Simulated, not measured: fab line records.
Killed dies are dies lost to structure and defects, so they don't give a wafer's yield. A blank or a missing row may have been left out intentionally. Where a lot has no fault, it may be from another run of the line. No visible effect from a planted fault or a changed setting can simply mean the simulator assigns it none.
Which of the tools did it? ; flow berkeleyCmos170 ; route of 331 steps, sampled at 1 step: 14 lots, 42 wafers

== WHAT THE GAUGES SHOWED, per wafer ==
UCB170_PWELL_THK_MEAS_03. Usual: PWELL_OXIDE_THK gives 26.2 nm (standard deviation 0.51).
lot;measured;on;PWELL_OXIDE_THK (nm);flag
L926;day 2 22:48;filmMetro-01;26.4 26.5 26.1;
L927;day 3 05:46;filmMetro-02;26.6 26.2 26.5;
L928;day 3 16:34;filmMetro-01;26.7 26.4 26.5;
L929;day 3 16:34;filmMetro-02;26.4 26.2 26.3;
L931;day 3 22:44;filmMetro-02;26.2 25.4 25.9;
L932;day 4 10:53;filmMetro-04;26.0 26.1 25.7;
L933;day 4 10:53;filmMetro-01;26.2 26.5 26.0;
L934;day 4 17:36;filmMetro-02;26.1 25.6 26.3;
L937;day 5 07:36;filmMetro-02;26.8 26.5 26.3;
L939;day 5 17:54;filmMetro-04;25.6 25.8 25.7;
L944;day 6 23:55;filmMetro-02;25.3 25.0 25.4;
L945;day 7 06:24;filmMetro-04;25.2 25.8 25.6;
L947;day 8 00:58;filmMetro-02;26.5 26.4 26.1;
L949;day 8 12:34;filmMetro-01;26.5 26.2 27.0;

== WHICH TOOL RAN EACH LOT (tool, then ch and the chambers of the sampled wafers, then the start) ==
The record holds no process step before these readings.

== AS READ BY THE TOOLS THEMSELVES (means over the sampled wafers that have a number; for cases with no such wafer, the mark the record gives instead) ==
The record holds no such reading with a usual standard deviation.

== THE ANSWER, worked out from the rows above alone ==
Rule: a lot counts as off when the mean over its wafers that have a number is more than 3 standard deviations away from the usual mean. A lot without any number at a reading at which 4 lots or more have one is off too. All remaining lots with rows at the step are treated as sound. The gauges are gone through in route order, then the tools' own readings, and for those a lot's mean is taken as printed above. At the first step where some lot is off, the reading lying furthest off is the one used; lots without a number count as furthest.
No lot is off at any reading shown: from this, nothing can be told.

== WHAT THE SIMULATOR HAD INSERTED ==
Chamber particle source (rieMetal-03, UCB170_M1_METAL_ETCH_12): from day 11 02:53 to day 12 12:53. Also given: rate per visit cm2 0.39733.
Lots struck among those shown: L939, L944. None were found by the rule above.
